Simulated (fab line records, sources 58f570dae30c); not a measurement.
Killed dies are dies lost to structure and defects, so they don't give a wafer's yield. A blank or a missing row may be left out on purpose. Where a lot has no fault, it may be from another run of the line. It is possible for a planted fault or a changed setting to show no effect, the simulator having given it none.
fab line records + flow berkeley_cmos170
record:
- lots: 7
- wafers: 21
- last_day: 8
route steps=331 shown PWELL@37
lots untouched by any fault: they come from a run of this same line in which no faults occurred
start_h: hours from the record's first day to the start of the lot's first wafer shown + wait_h: hours elapsed since this lot's preceding step + " repeats the value in the row above + L1.1+2: one row covering several wafers at once + - no value, or no start was given + * or withheld: withheld + < > ~ a bound
route shown NAME@n: a module of which the file shows steps, and the number in the route of the first + usual: mean/standard deviation taken from wafers without a fault + same: alike in all rows + chamber/n: place in a boat + sites: per-site readings + _std_site: the standard deviation of these + _edge_site: outer sites' mean less inner sites' + radius_mm: for every site, how far away it sits from the centre of the wafer + mask NAME#n: copy n + behind: tool/chamber where the wafer was last shaped + hold: the reason the lot was held/the length of the hold in hours/how it ended + device: which transistor (n, p or np) failed to switch + end of line: tests run on the same wafers once the route is complete + a step given without rows: its recipe and nothing more + killed: the dies lost at the first sort to structure and to defects; this is not the yield of the wafer + map: shows each die of a wafer: x if killed, . if not, _ if none is there
set.NAME: the setting the step ran with; set.NAME@STEP: the setting that earlier step ran with + model.NAME: the simulator's own value behind a step, which no gauge read
certain route steps with their lots: each step a table, each wafer a row
services: a tool's chamber out of use, with start hour (start_h, from the record's first day; less than 0 if before it), hours out, and reason
== steps ==
step: UCB170_PWELL_THK_MEAS_03
recipe:
- reads: SiO2_of_PWELL_OXIDATION_02
usual:
- PWELL_OXIDE_THK: 26.3/0.62
| lot.wafer | tool          | chamber | start_h | wait_h | PWELL_OXIDE_THK[nm] |
|-----------|---------------|---------|---------|--------|---------------------|
| L592.1    | film_metro-02 | -       | 35.52   | 0.0    | 27.8                |
| L592.4    | "             | -       | "       | "      | 27.4                |
| L592.6    | "             | -       | "       | "      | 28.1                |
| L594.1    | film_metro-02 | -       | 49.71   | 0.0    | 26.6                |
| L594.4    | "             | -       | "       | "      | 27.1                |
| L594.6    | "             | -       | "       | "      | 26.9                |
| L595.2    | film_metro-04 | -       | 59.52   | 0.0    | 25.7                |
| L595.4    | "             | -       | "       | "      | 25.4                |
| L595.6    | "             | -       | "       | "      | 25.8                |
| L597.4    | film_metro-02 | -       | 65.98   | 0.0    | 26.9                |
| L597.5    | "             | -       | "       | "      | 26.7                |
| L597.6    | "             | -       | "       | "      | 27.0                |
| L605.1    | film_metro-01 | -       | 109.11  | 0.0    | 25.9                |
| L605.5    | "             | -       | "       | "      | 26.0                |
| L605.6    | "             | -       | "       | "      | 26.3                |
| L607.3    | film_metro-01 | -       | 113.56  | 0.0    | 25.5                |
| L607.4    | "             | -       | "       | "      | 26.2                |
| L607.6    | "             | -       | "       | "      | 25.6                |
| L608.2    | film_metro-01 | -       | 117.72  | 0.0    | 25.6                |
| L608.5    | "             | -       | "       | "      | 26.0                |
| L608.6    | "             | -       | "       | "      | 26.3                |
step: UCB170_PWELL_ANNEAL_04
recipe:
- temp_c: 1000
- time_s: 900
- ambient: N2
step: UCB170_PWELL_CVD_05
recipe:
- material: Si3N4
- target_thk_nm: 220
- temp_c: 800
- precursor: SiH2Cl2/NH3
- time_s: 3300
- pressure_mtorr: 200
- sih2cl2_flow_sccm: 25
- nh3_flow_sccm: 78.68
step: UCB170_PWELL_THK_MEAS_06
recipe:
- reads: Si3N4_of_PWELL_CVD_05
usual:
- PWELL_NITRIDE_THK: 227.3/2
| lot.wafer | tool          | chamber | start_h | wait_h | PWELL_NITRIDE_THK[nm] |
|-----------|---------------|---------|---------|--------|-----------------------|
| L592.1    | film_metro-04 | -       | 42.19   | 0.0    | 227.4                 |
| L592.4    | "             | -       | "       | "      | 226.4                 |
| L592.6    | "             | -       | "       | "      | 227.0                 |
| L594.1    | film_metro-02 | -       | 58.41   | 0.0    | 230.1                 |
| L594.4    | "             | -       | "       | "      | 228.7                 |
| L594.6    | "             | -       | "       | "      | 227.6                 |
| L595.2    | film_metro-02 | -       | 64.61   | 0.0    | 230.1                 |
| L595.4    | "             | -       | "       | "      | 232.6                 |
| L595.6    | "             | -       | "       | "      | 232.0                 |
| L597.4    | film_metro-04 | -       | 72.35   | 0.0    | 225.5                 |
| L597.5    | "             | -       | "       | "      | 227.5                 |
| L597.6    | "             | -       | "       | "      | 227.2                 |
| L605.1    | film_metro-02 | -       | 115.00  | 0.0    | 228.4                 |
| L605.5    | "             | -       | "       | "      | 224.8                 |
| L605.6    | "             | -       | "       | "      | 226.7                 |
| L607.3    | film_metro-02 | -       | 118.96  | 0.0    | 226.0                 |
| L607.4    | "             | -       | "       | "      | 226.3                 |
| L607.6    | "             | -       | "       | "      | 227.1                 |
| L608.2    | film_metro-04 | -       | 122.56  | 0.0    | 227.6                 |
| L608.5    | "             | -       | "       | "      | 225.8                 |
| L608.6    | "             | -       | "       | "      | 225.8                 |
step: UCB170_PWELL_HMDS_07
recipe:
- prime_time_s: 60
- prime_temp_c: 100
step: UCB170_PWELL_COAT_08
recipe:
- resist: KrF
- spin_rpm: 1500
- resist_thk_nm: 900
step: UCB170_PWELL_SOFTBAKE_09
recipe:
- resist: KrF
- temp_c: 130
- time_s: 60
step: UCB170_PWELL_EXPOSE_10
recipe:
- mask_id: PWELL
- target_cd_nm: 3000
- na: 0.5
- sigma_outer: 0.6
- source_shape: conventional
- dose_mj: 19
step: UCB170_PWELL_PEB_11
recipe:
- peb_temp_c: 130
- peb_time_s: withheld
- resist: KrF
step: UCB170_PWELL_DEVELOP_12
recipe:
- developer: TMAH
- develop_time_s: 45
- resist: KrF
- dev_temp_c: 21
step: UCB170_PWELL_OVL_MEAS_13
usual:
- PWELL_OVL: -1/4.3
| lot.wafer | tool       | chamber | start_h | wait_h | PWELL_OVL[nm] |
|-----------|------------|---------|---------|--------|---------------|
| L592.1    | overlay-02 | -       | 43.22   | -      | 4             |
| L592.4    | "          | -       | "       | "      | 7             |
| L592.6    | "          | -       | "       | "      | 0             |
| L594.1    | overlay-01 | -       | 60.18   | -      | -1            |
| L594.4    | "          | -       | "       | "      | 1             |
| L594.6    | "          | -       | "       | "      | 1             |
| L595.2    | overlay-02 | -       | 66.17   | -      | -7            |
| L595.4    | "          | -       | "       | "      | -7            |
| L595.6    | "          | -       | "       | "      | 3             |
| L597.4    | overlay-02 | -       | 73.24   | -      | 0             |
| L597.5    | "          | -       | "       | "      | 4             |
| L597.6    | "          | -       | "       | "      | 6             |
| L605.1    | overlay-01 | -       | 116.68  | -      | 3             |
| L605.5    | "          | -       | "       | "      | -3            |
| L605.6    | "          | -       | "       | "      | 6             |
| L607.3    | overlay-02 | -       | 120.26  | -      | 7             |
| L607.4    | "          | -       | "       | "      | 4             |
| L607.6    | "          | -       | "       | "      | 0             |
| L608.2    | overlay-01 | -       | 123.82  | -      | -9            |
| L608.5    | "          | -       | "       | "      | -7            |
| L608.6    | "          | -       | "       | "      | -1            |
step: UCB170_PWELL_ETCH_14
recipe:
- chemistry: CH3F/Ar/O2
- target: Si3N4
- stop_on: SiO2
- CH3F_flow_sccm: 20
- Ar_flow_sccm: 50
- O2_flow_sccm: 7
- pressure_mtorr: 50
- rf_w: 450
- target_depth_a: 2420
- over_etch_frac: 0.1
- time_s: 151
usual:
- drypump_motor_current_A: 5.7/0.46
- oes_product_au: 0.957/0.017
- throttle_valve_pct: 8.11/0.16
| lot.wafer | tool        | chamber | start_h | wait_h | drypump_motor_current_A | oes_product_au | rf_hours_counter_h | throttle_valve_pct |
|-----------|-------------|---------|---------|--------|-------------------------|----------------|--------------------|--------------------|
| L592.1    | rie_diel-04 | 1       | 43.25   | 0.0    | 5.6                     | 0.938          | 128                | 8.26               |
| L592.4    | "           | 3       | "       | "      | 5.8                     | 0.952          | -                  | 8.10               |
| L592.6    | "           | 2       | "       | "      | 5.8                     | 0.944          | -                  | 8.19               |
| L594.1    | rie_diel-04 | 2       | 60.21   | 0.0    | 5.8                     | 0.947          | 61                 | 8.16               |
| L594.4    | "           | 1       | "       | "      | 5.6                     | 0.940          | 129                | 8.26               |
| L594.6    | "           | 1       | "       | "      | 5.6                     | 0.944          | -                  | 8.26               |
| L595.2    | rie_diel-01 | 3       | 66.20   | 0.0    | 6.6                     | 0.966          | 38                 | 8.31               |
| L595.4    | "           | 2       | "       | "      | 5.6                     | 0.975          | 6                  | 8.24               |
| L595.6    | "           | 1       | "       | "      | 5.0                     | 1.002          | -                  | 7.88               |
| L597.4    | rie_diel-02 | 1       | 73.26   | 0.0    | 5.6                     | 0.970          | 0                  | 8.15               |
| L597.5    | "           | 0       | "       | "      | 5.5                     | 0.975          | -                  | 8.25               |
| L597.6    | "           | 1       | "       | "      | 5.6                     | 0.965          | -                  | 8.15               |
| L605.1    | rie_diel-04 | 1       | 116.71  | 0.0    | 5.6                     | 0.942          | 132                | 8.25               |
| L605.5    | "           | 0       | "       | "      | 5.6                     | 0.946          | -                  | 8.08               |
| L605.6    | "           | 3       | "       | "      | 5.8                     | 0.952          | -                  | 8.12               |
| L607.3    | rie_diel-04 | 0       | 120.28  | 0.0    | 5.6                     | 0.947          | 17                 | 8.09               |
| L607.4    | "           | 3       | "       | "      | 5.8                     | 0.945          | 6                  | 8.09               |
| L607.6    | "           | 2       | "       | "      | 5.9                     | 0.940          | -                  | 8.17               |
| L608.2    | rie_diel-04 | 3       | 123.85  | 0.0    | 5.8                     | 0.948          | 6                  | 8.11               |
| L608.5    | "           | 1       | "       | "      | 5.6                     | 0.938          | -                  | 8.25               |
| L608.6    | "           | 2       | "       | "      | 5.9                     | 0.942          | -                  | 8.20               |
step: UCB170_PWELL_IMPLANT_15
recipe:
- species: B
- dose_cm2: 5e+12
- energy_kev: 60
- tilt_deg: 7
usual:
- implant_ion_amu: 11/0
| lot.wafer | tool         | chamber | start_h | wait_h | implant_ion_amu | model.implant.rp_nm | model.implant.drp_nm |
|-----------|--------------|---------|---------|--------|-----------------|---------------------|----------------------|
| L592.1    | implanter-02 | 0       | 43.35   | 0.1    | 11              | 185.3               | 64.7                 |
| L592.4    | "            | 0       | "       | "      | 11              | 185.3               | 64.7                 |
| L592.6    | "            | 0       | "       | "      | 11              | 185.3               | 64.7                 |
| L594.1    | implanter-03 | 0       | 60.31   | 0.1    | 11              | 190.4               | 64.7                 |
| L594.4    | "            | 0       | "       | "      | 11              | 190.4               | 64.7                 |
| L594.6    | "            | 0       | "       | "      | 11              | 190.4               | 64.7                 |
| L595.2    | implanter-03 | 0       | 66.33   | 0.1    | 11              | 193                 | 64.7                 |
| L595.4    | "            | 0       | "       | "      | 11              | 193                 | 64.7                 |
| L595.6    | "            | 0       | "       | "      | 11              | 193                 | 64.7                 |
| L597.4    | implanter-04 | 0       | 73.43   | 0.1    | 11              | 184.5               | 64.7                 |
| L597.5    | "            | 0       | "       | "      | 11              | 184.5               | 64.7                 |
| L597.6    | "            | 0       | "       | "      | 11              | 184.5               | 64.7                 |
| L605.1    | implanter-02 | 0       | 116.81  | 0.1    | 31              | 71.91               | 29.74                |
| L605.5    | "            | 0       | "       | "      | 31              | 71.91               | 29.74                |
| L605.6    | "            | 0       | "       | "      | 31              | 71.91               | 29.74                |
| L607.3    | implanter-04 | 0       | 120.43  | 0.1    | 31              | 72.67               | 29.74                |
| L607.4    | "            | 0       | "       | "      | 31              | 72.67               | 29.74                |
| L607.6    | "            | 0       | "       | "      | 31              | 72.67               | 29.74                |
| L608.2    | implanter-04 | 0       | 123.98  | 0.1    | 31              | 70.02               | 29.74                |
| L608.5    | "            | 0       | "       | "      | 31              | 70.02               | 29.74                |
| L608.6    | "            | 0       | "       | "      | 31              | 70.02               | 29.74                |
step: UCB170_PWELL_STRIP_16
recipe:
- chemistry: O2
- power_w: 400
- pressure_mtorr: 3500
- platen_temp_c: withheld
- o2_flow_sccm: 400
- overash_fraction: 0.5
usual:
- drypump_motor_current_A: 5.7/0.46
- o2_flow_sccm: 400.2/1.2
- oes_product_au: 0.721/0.0051
- strip_time_to_endpoint_s: 18.13/0.077
| lot.wafer | tool            | chamber | start_h | wait_h | drypump_motor_current_A | o2_flow_sccm | oes_product_au | rf_hours_counter_h | strip_time_to_endpoint_s |
|-----------|-----------------|---------|---------|--------|-------------------------|--------------|----------------|--------------------|--------------------------|
| L592.1    | plasma_asher-02 | 1       | 43.50   | 0.1    | 5.4                     | 398.0        | 0.719          | 28                 | 18.16                    |
| L592.4    | "               | 1       | "       | "      | 5.4                     | 399.5        | 0.725          | -                  | 18.01                    |
| L592.6    | "               | 1       | "       | "      | 5.4                     | 400.2        | 0.718          | -                  | 18.01                    |
| L594.1    | plasma_asher-03 | 1       | 60.46   | 0.1    | 6.0                     | 400.2        | 0.728          | 30                 | 18.10                    |
| L594.4    | "               | 1       | "       | "      | 6.0                     | 401.0        | 0.712          | -                  | 18.19                    |
| L594.6    | "               | 0       | "       | "      | 6.2                     | 399.4        | 0.718          | -                  | 18.08                    |
| L595.2    | plasma_asher-04 | 0       | 66.45   | 0.1    | 6.6                     | 401.9        | 0.717          | 38                 | 18.11                    |
| L595.4    | "               | 1       | "       | "      | 5.5                     | 401.8        | 0.719          | -                  | 18.12                    |
| L595.6    | "               | 0       | "       | "      | 6.6                     | 401.3        | 0.732          | -                  | 18.21                    |
| L597.4    | plasma_asher-02 | 0       | 73.54   | 0.1    | 5.2                     | 398.9        | 0.715          | -                  | 18.29                    |
| L597.5    | "               | 1       | "       | "      | 5.4                     | 401.8        | 0.725          | -                  | 18.36                    |
| L597.6    | "               | 0       | "       | "      | 5.2                     | 398.8        | 0.726          | -                  | 18.24                    |
| L605.1    | plasma_asher-03 | 0       | 116.96  | 0.1    | 6.2                     | 400.2        | 0.720          | 36                 | 18.19                    |
| L605.5    | "               | 1       | "       | "      | 6.0                     | 399.0        | 0.720          | -                  | 18.02                    |
| L605.6    | "               | 0       | "       | "      | 6.2                     | 400.5        | 0.725          | -                  | 18.01                    |
| L607.3    | plasma_asher-02 | 0       | 120.57  | 0.1    | 5.2                     | 397.7        | 0.730          | -                  | 18.05                    |
| L607.4    | "               | 1       | "       | "      | 5.4                     | 398.3        | 0.712          | -                  | 18.12                    |
| L607.6    | "               | 0       | "       | "      | 5.2                     | 396.2        | 0.725          | -                  | 18.02                    |
| L608.2    | plasma_asher-04 | 1       | 124.10  | 0.1    | 5.6                     | 401.1        | 0.714          | 1                  | 18.14                    |
| L608.5    | "               | 1       | "       | "      | 5.6                     | 401.3        | 0.722          | -                  | 18.16                    |
| L608.6    | "               | 0       | "       | "      | 6.6                     | 398.8        | 0.718          | -                  | 18.09                    |
step: UCB170_PWELL_TW_MEAS_17
usual:
- PWELL_TW: 379/3.4
| lot.wafer | tool          | chamber | start_h | wait_h | PWELL_TW |
|-----------|---------------|---------|---------|--------|----------|
| L592.1    | film_metro-02 | -       | 43.60   | 0.1    | 377      |
| L592.4    | "             | -       | "       | "      | 378      |
| L592.6    | "             | -       | "       | "      | 378      |
| L594.1    | film_metro-02 | -       | 60.56   | 0.1    | 377      |
| L594.4    | "             | -       | "       | "      | 377      |
| L594.6    | "             | -       | "       | "      | 378      |
| L595.2    | film_metro-04 | -       | 66.56   | 0.1    | 382      |
| L595.4    | "             | -       | "       | "      | 383      |
| L595.6    | "             | -       | "       | "      | 381      |
| L597.4    | film_metro-02 | -       | 73.64   | 0.1    | 375      |
| L597.5    | "             | -       | "       | "      | 376      |
| L597.6    | "             | -       | "       | "      | 377      |
| L605.1    | film_metro-02 | -       | 117.06  | 0.1    | 806      |
| L605.5    | "             | -       | "       | "      | 806      |
| L605.6    | "             | -       | "       | "      | 807      |
| L607.3    | film_metro-02 | -       | 120.65  | 0.1    | 807      |
| L607.4    | "             | -       | "       | "      | 804      |
| L607.6    | "             | -       | "       | "      | 806      |
| L608.2    | film_metro-01 | -       | 124.21  | 0.1    | 813      |
| L608.5    | "             | -       | "       | "      | 813      |
| L608.6    | "             | -       | "       | "      | 810      |
step: UCB170_PWELL_CLEAN_18
recipe:
- chemistry: SPM
- temp_c: 120
- time_s: 600
== services ==
| tool            | chamber | start_h | hours | kind           |
|-----------------|---------|---------|-------|----------------|
| rie_diel-04     | 2       | 21.49   | 9.1   | repair         |
| rie_diel-01     | -       | 28.18   | 0.6   | repair         |
| implanter-03    | -       | 33.07   | 2.8   | repair         |
| rie_diel-04     | 0       | 37.00   | 9.8   | repair         |
| rie_diel-02     | 1       | 49.06   | -     | clean          |
| rie_diel-02     | 1       | 49.06   | 15.7  | scheduled_down |
| implanter-04    | -       | 55.31   | 17.2  | repair         |
| implanter-02    | -       | 61.51   | 5.1   | pm             |
| rie_diel-04     | 2       | 65.27   | 5.7   | repair         |
| plasma_asher-03 | -       | 70.11   | 2.8   | pm             |
| rie_diel-01     | 0       | 73.86   | 13.0  | repair         |
| rie_diel-04     | 0       | 84.07   | 7.6   | repair         |
| rie_diel-02     | 1       | 85.48   | 2.9   | repair         |
| rie_diel-04     | 2       | 95.52   | 4.8   | repair         |
| rie_diel-04     | 1       | 105.22  | 2.9   | repair         |
| plasma_asher-04 | -       | 108.84  | 9.0   | pm             |
| plasma_asher-04 | 0       | 108.84  | 9.0   | vent_cycle     |
| plasma_asher-04 | 1       | 108.84  | 9.0   | vent_cycle     |
| implanter-03    | -       | 111.10  | 3.2   | pm             |
| rie_diel-02     | 0       | 113.63  | 4.7   | repair         |
| rie_diel-04     | -       | 114.44  | 0.8   | repair         |
| rie_diel-02     | 3       | 115.85  | 3.2   | repair         |
| plasma_asher-04 | 0       | 117.84  | -     | clean          |
| plasma_asher-04 | 1       | 117.84  | -     | clean          |
== key ==
first_sign:
- step: UCB170_PWELL_IMPLANT_15
- reading: implant_ion_amu
- direction: up
- sigmas: 99+
- usual: 11
- struck: 31
effect:
- step: UCB170_PWELL_TW_MEAS_17
- reading: PWELL_TW
- direction: up
- sigmas: 99+
- usual: 379
- struck: 808
model_effect:
- step: UCB170_PWELL_IMPLANT_15
- value: implant.rp_nm
- without: 186.5
- struck: 71.53
met_at UCB170_PWELL_IMPLANT_15
struck_wafers L605.1,L605.5,L605.6,L607.3,L607.4,L607.6,L608.2,L608.5,L608.6
later_rows_left_out L605.1,L605.5,L605.6,L607.3,L607.4,L607.6,L608.2,L608.5,L608.6
sort_left_out L605.1,L605.5,L605.6,L607.3,L607.4,L607.6,L608.2,L608.5,L608.6
tester_left_out L605,L607,L608
onset_between 73.43 116.81
fault:
- kind: wrong_recipe_download
- tool: implanter-02,implanter-03,implanter-04
- chamber: -
- onset_h: 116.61
- steps: UCB170_PWELL_IMPLANT_15
- wrong_recipe.not_listed: 1
tester_left_out: of these lots the tester's yield and bins aren't shown, on N5 and GAA mostly nor the transistor test; their killed dies are dies lost to structure and defects alone, not to doping, threshold or leakage, so they don't give the yield
sort_left_out: the simulated sort isn't trusted on such a fault, so these wafers' sort isn't shown, and their yield isn't known
later_rows_left_out: the simulator's readings of these wafers behind a module that went badly wrong aren't trusted and aren't shown, but for the sort
